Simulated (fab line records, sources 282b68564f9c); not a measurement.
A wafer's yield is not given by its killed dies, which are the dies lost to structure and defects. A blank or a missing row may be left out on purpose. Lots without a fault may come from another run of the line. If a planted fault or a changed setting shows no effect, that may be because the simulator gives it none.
Which tool was responsible?	flow ritCmos	15 lots, 45 wafers sampled, at 2 steps of a route of 202

== WHAT EACH GAUGE READ, for each wafer ==
RIT_NRETRO_TW_MEAS_10.
lot	measured	on	NRETRO_TW
L632	day 2 18:32	filmMetro-04	1037 1038 1038
L633	day 2 23:50	filmMetro-04	1042 1034 1038
L634	day 3 02:58	filmMetro-01	1052 1055 1059
L635	day 3 07:05	filmMetro-04	1037 1034 1034
L636	day 3 12:14	filmMetro-01	1062 1055 1057
L637	day 3 17:47	filmMetro-04	1035 1035 1035
L638	day 4 00:04	filmMetro-01	1059 1060 1065
L639	day 4 03:57	filmMetro-01	1062 1062 1064
L642	day 4 17:48	filmMetro-04	1042 1037 1035
L644	day 5 02:26	filmMetro-01	1053 1061 1060
L645	day 5 07:00	filmMetro-02	1058 1061 1059
L646	day 5 10:46	filmMetro-04	221 222 218 222 222 219
L647	day 5 18:53	filmMetro-02	225 223 227 225 222 228
L649	day 6 07:23	filmMetro-04	232 226 226 232 227 228
L654	day 7 07:41	filmMetro-01	1056 1055 1057

== WHAT TOOL EACH LOT RAN ON (gives the tool, then ch and the chambers of the sampled wafers, and finally the start) ==
lot	RIT_NRETRO_DEVELOP_05
L632	lithoTrack-03 ch 0, day 2 17:00
L633	lithoTrack-04 ch 0, day 2 22:00
L634	lithoTrack-01 ch 0, day 3 02:00
L635	lithoTrack-01 ch 0, day 3 06:00
L636	lithoTrack-01 ch 0, day 3 11:00
L637	lithoTrack-01 ch 0, day 3 17:00
L638	lithoTrack-04 ch 0, day 3 23:00
L639	lithoTrack-03 ch 0, day 4 02:00
L642	lithoTrack-03 ch 0, day 4 17:00
L644	lithoTrack-03 ch 0, day 5 01:00
L645	lithoTrack-03 ch 0, day 5 06:00
L646	lithoTrack-03 ch 0, day 5 09:00
L647	lithoTrack-03 ch 0, day 5 18:00
L649	lithoTrack-03 ch 0, day 6 06:00
L654	lithoTrack-01 ch 0, day 7 06:00
- RIT_NRETRO_DEVELOP_05: develop time 68 s.

== AS READ BY THE TOOLS THEMSELVES (means over the sampled wafers that have a number; for cases with no such wafer, the mark the record gives instead) ==
The record holds no such reading with a usual standard deviation.

== THE ANSWER, worked out from the rows above alone ==
Rule: the usual values come from the lots themselves. Put in order of their means at a reading, lots are off if they are a third of the lots or fewer, leave a main group of 4 or more, and stand apart from it by a gap of 3 or more times the standard deviation of the main group's means; of several such gaps the widest counts. Not used: any main group whose means are identical at the precision the tables above print for the reading. A lot without any number at a reading at which 4 lots or more have one is off too. Any other lot the step has rows for is counted as sound. The gauges are gone through in route order, then the tools' own readings, and for those a lot's mean is taken as printed above. The first step at which some lot is off is used, and at that step the reading that is off furthest; a lot without a number counts as furthest.
Off: L646, L647, L649, seen at RIT_NRETRO_TW_MEAS_10 (NRETRO_TW). Mean 1050 and standard deviation 11 in the main group.
If a tool, at a process step before that reading, ran all the lots that are off and no sound lot after the first of them, it fits. Gauges at RIT_NRETRO_TW_MEAS_10: tried the same way as those tools. One fits: lithoTrack-03 at RIT_NRETRO_DEVELOP_05. A fault onset in the window from L645 (day 5 06:00, its last sound lot) to L646 (day 5 09:00, its first lot off) fits.

== WHAT THE SIMULATOR HAD PUT IN ==
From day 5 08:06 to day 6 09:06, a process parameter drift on lithoTrack-03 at RIT_NRETRO_DEVELOP_05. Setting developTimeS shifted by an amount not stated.
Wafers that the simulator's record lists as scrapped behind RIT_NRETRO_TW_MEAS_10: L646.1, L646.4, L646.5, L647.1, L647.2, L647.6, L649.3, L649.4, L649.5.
Struck lots among those shown: L646, L647, L649. The rule above reached the same finding.
